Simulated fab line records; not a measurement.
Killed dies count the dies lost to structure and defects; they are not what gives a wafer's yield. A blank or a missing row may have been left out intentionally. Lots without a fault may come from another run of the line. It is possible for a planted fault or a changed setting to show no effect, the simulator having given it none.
fab line records | flow berkeley-cmos170 | part 2 of 2: steps 26 to 35 of 35
[record] lots = 5 wafers = 15 last-day = 10
route steps=331 shown BACKSIDE@199 SDANNEAL@204 PSD@206 NSD@207 PLDD@208 NLDD@209 SILICIDE@210 CONTACT@216
lots with no fault: from the same line, run without faults
start-h: start of the lot's first displayed wafer, in hours after the record's first day | wait-h: hours elapsed since this lot's preceding step | " unchanged from the row above | L1.1+2: one row covering several wafers at once | - no value, or no start given | * or withheld: withheld | < > ~ a bound
route shown NAME@n: a module of which the file shows steps, and the number in the route of the first | usual: the fault-free wafers' mean and standard deviation | same: alike in all rows | chamber/n: place in a boat | sites: per-site readings | _std_site: standard deviation of those values | _edge_site: the outer-site mean with the inner-site mean subtracted | radius-mm: for every site, how far away it sits from the centre of the wafer | mask NAME#n: copy n | behind: the last tool/chamber to shape the wafer | hold: why the lot went on hold/how many hours it stayed there/how the hold came to an end | device: which transistor (n, p or np) failed to switch | end of line: the same wafers' tests at the end of the route | where a step has no rows: the recipe by itself | killed: dies lost to structure and defects at the first sort, not the wafer's yield | map: per-die view of a wafer (x killed, . not killed, _ where there is no die)
set.NAME: the run value of the setting; set.NAME@STEP: its run value at that earlier step | model.NAME: the simulator's own value behind a step, which no gauge read
lots seen at some steps along the route; tables by step, rows by wafer
services: a tool's chamber out of use, with start hour (start-h, from the record's first day; less than 0 if before it), hours out, and reason
[[steps]]
[step UCB170_CONTACT_RTA_08]
[recipe] temp-c = 900 time-s = 10 ambient = N2
[usual] anneal-temp-c-max = 903.2/0.7 lamp-power-pct = 25.6/1.9 wafer_temp_C_max = 903.1/0.66
// columns lot.wafer tool chamber start-h wait-h anneal-temp-c-max lamp-power-pct wafer_temp_C_max
L074.3 rtp-anneal-02 0 135.60 0.0 902.7 23.9 902.8
L074.4 " 0 " " 903.5 23.9 903.7
L074.6 " 0 " " 902.5 23.9 902.5
L076.2 rtp-anneal-01 0 135.66 0.1 902.1 27.6 902.5
L076.4 " 0 " " 902.6 27.6 903.3
L076.5 " 0 " " 903.5 27.6 902.6
L077.1 rtp-anneal-02 0 159.10 0.0 903.2 23.9 902.8
L077.3 " 0 " " 903.6 23.9 902.8
L077.5 " 0 " " 903.2 23.9 903.9
L086.2 rtp-anneal-02 0 188.49 0.1 902.7 23.9 903.8
L086.3 " 0 " " 903.2 23.9 902.7
L086.6 " 0 " " 902.5 23.9 902.8
L087.1 rtp-anneal-01 0 213.45 0.0 903.4 27.7 902.9
L087.2 " 0 " " 904.1 27.6 903.2
L087.6 " 0 " " 904.2 27.7 903.5
[step UCB170_CONTACT_COAT_09]
[recipe] resist = BARC temp-c = withheld time-s = withheld spin-rpm = 3000 resist-thk-nm = withheld
[usual] dispense-pressure-kPa = 49.8/2.3
// columns lot.wafer tool chamber start-h wait-h dispense-pressure-kPa
L074.3 litho-track-02 0 135.70 0.1 46.7
L074.4 " 0 " " 46.7
L074.6 " 0 " " 46.7
L076.2 litho-track-01 0 135.83 0.2 49.6
L076.4 " 0 " " 49.6
L076.5 " 0 " " 49.7
L077.1 litho-track-03 0 159.16 0.1 52.6
L077.3 " 0 " " 52.6
L077.5 " 0 " " 52.6
L086.2 litho-track-03 0 188.95 0.5 52.6
L086.3 " 0 " " 52.6
L086.6 " 0 " " 52.7
L087.1 litho-track-03 0 213.51 0.1 52.5
L087.2 " 0 " " 52.5
L087.6 " 0 " " 52.5
[step UCB170_CONTACT_COAT_10]
[recipe] resist = KrF spin-rpm = 1500 resist-thk-nm = 891.4
[usual] dispense-pressure-kPa = 49.8/2.3
// columns lot.wafer tool chamber start-h wait-h dispense-pressure-kPa
L074.3 litho-track-02 0 - - 46.7
L074.4 " 0 " " 46.7
L074.6 " 0 " " 46.7
L076.2 litho-track-01 0 - - 49.6
L076.4 " 0 " " 49.6
L076.5 " 0 " " 49.6
L077.1 litho-track-03 0 - - 52.6
L077.3 " 0 " " 52.6
L077.5 " 0 " " 52.6
L086.2 litho-track-03 0 - - 52.6
L086.3 " 0 " " 52.6
L086.6 " 0 " " 52.6
L087.1 litho-track-03 0 - - 52.5
L087.2 " 0 " " 52.5
L087.6 " 0 " " 52.5
[step UCB170_CONTACT_SOFTBAKE_11]
[recipe] resist = KrF temp-c = 130 time-s = 60
[usual] heater-power-total-W = 56.80/0.048
// columns lot.wafer tool chamber start-h wait-h heater-power-total-W
L074.3 litho-track-02 0 - - 56.70
L074.4 " 0 " " 56.79
L074.6 " 0 " " 56.84
L076.2 litho-track-01 0 - - 56.78
L076.4 " 0 " " 56.74
L076.5 " 0 " " 56.84
L077.1 litho-track-03 0 - - 56.74
L077.3 " 0 " " 56.86
L077.5 " 0 " " 56.88
L086.2 litho-track-03 0 - - 56.85
L086.3 " 0 " " 56.86
L086.6 " 0 " " 56.76
L087.1 litho-track-03 0 - - 56.87
L087.2 " 0 " " 56.81
L087.6 " 0 " " 56.82
[step UCB170_CONTACT_EXPOSE_12]
[recipe] mask-id = CONT target-cd-nm = 700 na = 0.5 sigma-outer = 0.6 source-shape = conventional dose-mj = 35
[usual] stage-vel-mm-s = 500.07/0.23
// columns lot.wafer tool chamber start-h wait-h mask stage-vel-mm-s
L074.3 krf-scanner-02 0 136.50 - CONT#0 500.46
L074.4 " 0 " " CONT#0 500.29
L074.6 " 0 " " CONT#0 500.12
L076.2 krf-scanner-02 0 136.60 - CONT#0 500.04
L076.4 " 0 " " CONT#0 499.93
L076.5 " 0 " " CONT#0 499.76
L077.1 krf-scanner-01 0 159.74 - CONT#0 500.34
L077.3 " 0 " " CONT#0 500.02
L077.5 " 0 " " CONT#0 500.29
L086.2 krf-scanner-01 0 189.39 - CONT#0 500.16
L086.3 " 0 " " CONT#0 499.73
L086.6 " 0 " " CONT#0 500.00
L087.1 krf-scanner-02 0 214.14 - CONT#0 499.48
L087.2 " 0 " " CONT#0 499.67
L087.6 " 0 " " CONT#0 499.53
[step UCB170_CONTACT_PEB_13]
[recipe] peb-temp-c = 130 peb-time-s = withheld resist = KrF
[usual] heater-power-total-W = 56.81/0.045
// columns lot.wafer tool chamber start-h wait-h heater-power-total-W
L074.3 litho-track-01 0 136.63 0.1 56.77
L074.4 " 0 " " 56.79
L074.6 " 0 " " 56.81
L076.2 litho-track-03 0 136.72 0.1 56.81
L076.4 " 0 " " 56.85
L076.5 " 0 " " 56.81
L077.1 litho-track-02 0 159.85 0.1 56.88
L077.3 " 0 " " 56.78
L077.5 " 0 " " 56.74
L086.2 litho-track-03 0 189.95 0.5 56.88
L086.3 " 0 " " 56.75
L086.6 " 0 " " 56.71
L087.1 litho-track-03 0 214.41 0.3 56.76
L087.2 " 0 " " 56.83
L087.6 " 0 " " 56.86
[step UCB170_CONTACT_DEVELOP_14]
[recipe] developer = TMAH develop-time-s = 45 resist = KrF dev-temp-c = 21
// columns lot.wafer tool chamber start-h wait-h
L074.3+4+6 litho-track-01 0 - -
L076.2+4+5 litho-track-03 0 - -
L077.1+3+5 litho-track-02 0 - -
L086.2+3+6 litho-track-03 0 - -
L087.1+2+6 litho-track-03 0 - -
[step UCB170_CONTACT_CD_MEAS_15]
[recipe] target-cd-nm = 700
[usual] cd-nm = 700.1/1.4
// columns lot.wafer tool chamber start-h wait-h cd-nm
L074.3 cd-sem-02 - 136.90 - 702.3
L074.4 " - " " 703.5
L074.6 " - " " 703.0
L076.2 cd-sem-01 - 136.99 - 697.9
L076.4 " - " " 698.6
L076.5 " - " " 699.0
L077.1 cd-sem-01 - 160.13 - 700.1
L077.3 " - " " 698.8
L077.5 " - " " 699.8
L086.2 cd-sem-02 - 190.22 - 697.9
L086.3 " - " " 698.0
L086.6 " - " " 699.0
L087.1 cd-sem-02 - 214.72 - 699.4
L087.2 " - " " 699.1
L087.6 " - " " 699.0
[step UCB170_CONTACT_OVL_MEAS_16]
[usual] CONTACT_OVL = -2/5.9
// columns lot.wafer tool chamber start-h wait-h CONTACT_OVL[nm]
L074.3 overlay-01 - 136.99 0.1 -8
L074.4 " - " " -10
L074.6 " - " " -10
L076.2 overlay-02 - 137.10 0.1 -12
L076.4 " - " " -11
L076.5 " - " " -12
L077.1 overlay-02 - 160.25 0.1 -6
L077.3 " - " " -7
L077.5 " - " " -2
L086.2 overlay-02 - 190.33 0.1 -7
L086.3 " - " " 4
L086.6 " - " " -2
L087.1 overlay-02 - 214.84 0.1 2
L087.2 " - " " -2
L087.6 " - " " 2
[step UCB170_CONTACT_ETCH_17]
[recipe] chemistry = N2/H2 target-depth-a = withheld overetch-a = withheld target = BARC time-s = withheld source-w = 500 bias-w = 100 pressure-mtorr = 30 n2-flow-sccm = 100 h2-flow-sccm = 200
[usual] drypump-motor-current-A = 5.8/0.43 oes-product-au = 1.007/0.015 rf-fwd-power-W = 495.7/1.5 throttle-valve-pct = 13.36/0.16
// columns lot.wafer tool chamber start-h wait-h drypump-motor-current-A oes-product-au rf-fwd-power-W throttle-valve-pct
L074.3 rie-diel-01 3 137.01 0.0 6.0 0.997 495.0 13.20
L074.4 " 2 " " 6.4 1.003 496.3 13.62
L074.6 " 3 " " 6.0 0.993 495.1 13.18
L076.2 rie-diel-02 1 137.13 0.0 5.2 1.010 498.4 13.30
L076.4 " 2 " " 5.9 0.992 494.8 13.65
L076.5 " 0 " " 6.1 1.016 495.4 13.20
L077.1 rie-diel-02 2 160.28 0.0 5.8 0.998 494.2 13.64
L077.3 " 0 " " 6.1 1.025 493.3 13.18
L077.5 " 0 " " 6.1 1.026 495.1 13.17
L086.2 rie-diel-01 1 190.36 0.0 5.0 1.010 492.6 13.44
L086.3 " 0 " " 5.9 1.043 494.7 13.34
L086.6 " 3 " " 6.0 0.982 497.8 13.19
L087.1 rie-diel-02 3 214.87 0.0 6.2 1.021 492.7 13.41
L087.2 " 0 " " 6.1 1.034 495.6 13.19
L087.6 " 1 " " 5.1 1.019 496.4 13.29
[[services]]
// columns tool chamber start-h hours kind
krf-scanner-01 - 107.07 0.8 pm
rie-diel-02 2 107.35 3.8 repair
plasma-asher-03 - 108.75 9.0 pm
krf-scanner-01 - 114.19 1.0 pm
krf-scanner-02 - 115.19 1.0 pm
rie-diel-02 0 116.62 10.8 repair
krf-scanner-01 - 125.72 1.3 pm
pvd-sputter-03 - 134.35 2.1 repair
rie-diel-01 0 141.57 8.7 repair
plasma-asher-01 - 145.87 6.6 repair
lpcvd-02 - 149.93 1.2 repair
krf-scanner-02 - 151.07 0.2 repair
wet-bench-03 - 160.94 4.4 pm
rie-diel-02 0 163.29 4.0 repair
krf-scanner-02 - 169.15 0.8 pm
rie-diel-01 1 171.87 4.1 repair
krf-scanner-02 - 175.54 1.3 pm
pvd-sputter-03 - 178.18 2.3 repair
pvd-sputter-03 - 189.27 2.0 repair
rie-diel-01 0 195.05 6.5 repair
krf-scanner-02 - 195.90 1.7 repair
rie-diel-02 3 197.94 9.5 repair
plasma-asher-02 - 204.21 5.4 repair
plasma-asher-04 - 214.87 0.4 repair
